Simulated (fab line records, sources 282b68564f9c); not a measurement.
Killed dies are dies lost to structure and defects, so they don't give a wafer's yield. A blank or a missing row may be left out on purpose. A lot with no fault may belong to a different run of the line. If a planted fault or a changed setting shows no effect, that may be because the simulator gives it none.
Lot-split experiment / flow ritCmos / 23 wafers read across 5 lots, on a route 202 steps long

== ON THE SPLIT ==
At RIT_NLDD_IMPLANT_08, the setting energyKev was moved away from the recipe's 20 on 12 of the 23 wafers read, by +1.6% to +3.4%. For the rest of the wafers, this setting stayed at what the recipe calls for.

Reading taken at the split's own step.

== THE READING ==
The simulator's own value implant.drpNm, read by no gauge, in nm at RIT_NLDD_IMPLANT_08. There is no usual value for it anywhere in the file.

wafer=L075.2; tool, chamber at the split=implanter-01, 0; energyKev as run=20; against the recipe=recipe; implant.drpNm, nm=12.97; against lot-mates on the recipe=-
wafer=L075.3; tool, chamber at the split=implanter-01, 0; energyKev as run=20; against the recipe=recipe; implant.drpNm, nm=12.97; against lot-mates on the recipe=-
wafer=L075.4; tool, chamber at the split=implanter-01, 0; energyKev as run=20; against the recipe=recipe; implant.drpNm, nm=12.97; against lot-mates on the recipe=-
wafer=L078.1; tool, chamber at the split=implanter-03, 0; energyKev as run=20; against the recipe=recipe; implant.drpNm, nm=12.97; against lot-mates on the recipe=-
wafer=L078.5; tool, chamber at the split=implanter-03, 0; energyKev as run=20; against the recipe=recipe; implant.drpNm, nm=12.97; against lot-mates on the recipe=-
wafer=L078.3; tool, chamber at the split=implanter-03, 0; energyKev as run=20.56; against the recipe=+2.8%; implant.drpNm, nm=13.19; against lot-mates on the recipe=+0.22
wafer=L078.4; tool, chamber at the split=implanter-03, 0; energyKev as run=20.56; against the recipe=+2.8%; implant.drpNm, nm=13.19; against lot-mates on the recipe=+0.22
wafer=L078.6; tool, chamber at the split=implanter-03, 0; energyKev as run=20.56; against the recipe=+2.8%; implant.drpNm, nm=13.19; against lot-mates on the recipe=+0.22
wafer=L081.1; tool, chamber at the split=implanter-01, 0; energyKev as run=20; against the recipe=recipe; implant.drpNm, nm=12.97; against lot-mates on the recipe=-
wafer=L081.6; tool, chamber at the split=implanter-01, 0; energyKev as run=20; against the recipe=recipe; implant.drpNm, nm=12.97; against lot-mates on the recipe=-
wafer=L081.2; tool, chamber at the split=implanter-01, 0; energyKev as run=20.33; against the recipe=+1.6%; implant.drpNm, nm=13.1; against lot-mates on the recipe=+0.13
wafer=L081.4; tool, chamber at the split=implanter-01, 0; energyKev as run=20.33; against the recipe=+1.6%; implant.drpNm, nm=13.1; against lot-mates on the recipe=+0.13
wafer=L081.5; tool, chamber at the split=implanter-01, 0; energyKev as run=20.33; against the recipe=+1.6%; implant.drpNm, nm=13.1; against lot-mates on the recipe=+0.13
wafer=L082.1; tool, chamber at the split=implanter-01, 0; energyKev as run=20.5; against the recipe=+2.5%; implant.drpNm, nm=13.16; against lot-mates on the recipe=+0.19
wafer=L082.2; tool, chamber at the split=implanter-01, 0; energyKev as run=20.5; against the recipe=+2.5%; implant.drpNm, nm=13.16; against lot-mates on the recipe=+0.19
wafer=L082.3; tool, chamber at the split=implanter-01, 0; energyKev as run=20.5; against the recipe=+2.5%; implant.drpNm, nm=13.16; against lot-mates on the recipe=+0.19
wafer=L082.4; tool, chamber at the split=implanter-01, 0; energyKev as run=20; against the recipe=recipe; implant.drpNm, nm=12.97; against lot-mates on the recipe=-
wafer=L082.5; tool, chamber at the split=implanter-01, 0; energyKev as run=20; against the recipe=recipe; implant.drpNm, nm=12.97; against lot-mates on the recipe=-
wafer=L083.1; tool, chamber at the split=implanter-01, 0; energyKev as run=20.69; against the recipe=+3.4%; implant.drpNm, nm=13.24; against lot-mates on the recipe=+0.27
wafer=L083.4; tool, chamber at the split=implanter-01, 0; energyKev as run=20.69; against the recipe=+3.4%; implant.drpNm, nm=13.24; against lot-mates on the recipe=+0.27
wafer=L083.5; tool, chamber at the split=implanter-01, 0; energyKev as run=20.69; against the recipe=+3.4%; implant.drpNm, nm=13.24; against lot-mates on the recipe=+0.27
wafer=L083.2; tool, chamber at the split=implanter-01, 0; energyKev as run=20; against the recipe=recipe; implant.drpNm, nm=12.97; against lot-mates on the recipe=-
wafer=L083.6; tool, chamber at the split=implanter-01, 0; energyKev as run=20; against the recipe=recipe; implant.drpNm, nm=12.97; against lot-mates on the recipe=-

THE FIT
A straight line over all 23 wafers: implant.drpNm changes by +0.0779 nm for each +1% of energyKev; r = +1.00; the points scatter about the line by 0.0021 nm.
The same after taking each lot's own level away (the mean of its wafers on the recipe; 23 wafers): +0.0779 nm for each +1%; r = +1.00; scatter 0.0021 nm.
Per that fit: largest energyKev move, reading shift of 0.27 nm.
The lots' own levels span 12.970 to 12.970 nm.
Hence the lot-to-lot level has little effect on the slope; both slopes agree.
Check: with one of the wafers moved furthest among these (+3.4%) left out of the fit, the line predicts +0.269 nm for it against its lot-mates. It came out at +0.27 nm against them.

== THESE WAFERS: OTHER SPLITS ==
Other splits were also applied to these wafers ahead of the reading. Each is held against what the fit with the lots' levels taken away leaves over:
other split on the same wafers=RIT_GATE_DEVELOP_15 devTempC; wafers away from the commonest value=6; r with implant.drpNm (lot level and that fit taken away)=-0.24
other split on the same wafers=RIT_REOX_OXIDATION_03 oxTimeS; wafers away from the commonest value=18; r with implant.drpNm (lot level and that fit taken away)=-0.73
other split on the same wafers=RIT_NLDD_SOFTBAKE_02 tempC; wafers away from the commonest value=8; r with implant.drpNm (lot level and that fit taken away)=+0.60

== THE FILE'S OWN FIT ==
implant.drpNm changes by +0.0778 nm for each +1% of energyKev, r = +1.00.
